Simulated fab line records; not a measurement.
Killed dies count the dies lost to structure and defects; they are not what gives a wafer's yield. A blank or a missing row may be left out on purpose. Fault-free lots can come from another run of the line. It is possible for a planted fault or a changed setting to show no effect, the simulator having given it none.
The same fault as seen by 2 desks | flow ritCmos | numbers are kept per desk, each desk with only its own; the story behind them comes last

== THE METROLOGY DESK ==
Lot by lot, what the gauges showed, no matter which tool ran the lot: averages of those sampled wafers that carry a number. A lot is out of limits, marked OUT, if its mean lies more than 4 standard deviations from the usual mean; the brackets give that distance.
Columns: A = NWELL_RS at RIT_WELLDRIVE_RS_MEAS_01, usual 275.3 ohm/sq; B = PWELL_RS at RIT_WELLDRIVE_RS_MEAS_02, usual 429.1 ohm/sq
lot  | first seen here | A               | B
L533 | day 2 05:49     | 275.4           | 431.8
L534 | day 2 09:27     | 275.4           | 427.9
L535 | day 2 16:31     | 274.4           | 429.4
L536 | day 2 21:01     | 273.9           | 429.8
L537 | day 3 01:41     | 274.7           | 428.2
L538 | day 3 06:03     | 299.5 (+35) OUT | 451.8 (+19) OUT
L539 | day 3 14:25     | 288.2 (+19) OUT | 442.0 (+11) OUT
L540 | day 3 21:28     | 287.1 (+17) OUT | 441.7 (+10) OUT
L547 | day 5 09:52     | 276.1           | 427.4
L550 | day 5 19:32     | 276.3           | 428.9
L549 | day 5 19:33     | 275.0           | 429.8
L552 | day 6 08:55     | 276.2           | 429.8
L553 | day 6 11:18     | 275.1           | 430.1
L554 | day 6 16:20     | 274.9           | 429.6
L555 | day 6 22:10     | 275.0           | 427.6
Per this desk, out of limits: L538, L539, L540; the first was L538, day 3 06:03 (NWELL_RS at RIT_WELLDRIVE_RS_MEAS_01). L533, L534, L535, L536, L537, L547, L550, L549, L552, L553, L554, L555: within limits.

== AT THE TOOL OWNER'S DESK: furnace-01 ==
Per lot that ran on this tool, the mean of the sampled wafers carrying a number, from the tool's own readings at RIT_WELLDRIVE_ANNEAL_00 (time 14700 s). A lot is out of limits, marked OUT, if its mean lies more than 4 standard deviations from the usual mean; the brackets give that distance.
Columns: A = spikeTcCentreC at RIT_WELLDRIVE_ANNEAL_00, usual 1102.7 C; B = tube_center_temp_C_max at RIT_WELLDRIVE_ANNEAL_00, usual 1102.9; C = zonePowerCentrePct at RIT_WELLDRIVE_ANNEAL_00, usual 54.9 %
lot  | first seen here | A                | B      | C
L536 | day 2 15:56     | 1103.7           | 1103.0 | 52.5
L538 | day 3 00:58     | 1068.4 (-31) OUT | 1102.8 | 34.5 (-8.2) OUT
L539 | day 3 09:20     | 1068.6 (-31) OUT | 1102.8 | 34.3 (-8.2) OUT
L540 | day 3 16:21     | 1068.8 (-31) OUT | 1102.7 | 34.4 (-8.2) OUT
L555 | day 6 17:03     | 1103.9           | 1103.3 | 52.9
This desk's verdict: out of limits on L538, L539, L540, starting with L538 at day 3 00:58 (spikeTcCentreC at RIT_WELLDRIVE_ANNEAL_00). L536, L555: within limits.

== BROUGHT TOGETHER ==
The tool owner's desk could have raised an alarm at day 3 00:58, on L538, L539, L540.
An alarm was possible from the metrology desk at day 3 06:03, on L538, L539, L540.
The lots listed all ran RIT_WELLDRIVE_ANNEAL_00 on furnace-01.

== WHAT HAD BEEN PUT IN BY THE SIMULATOR ==
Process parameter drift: furnace-01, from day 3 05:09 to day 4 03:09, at RIT_WELLDRIVE_ANNEAL_00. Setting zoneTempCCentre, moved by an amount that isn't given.
Struck lots among those shown: L538, L539, L540.
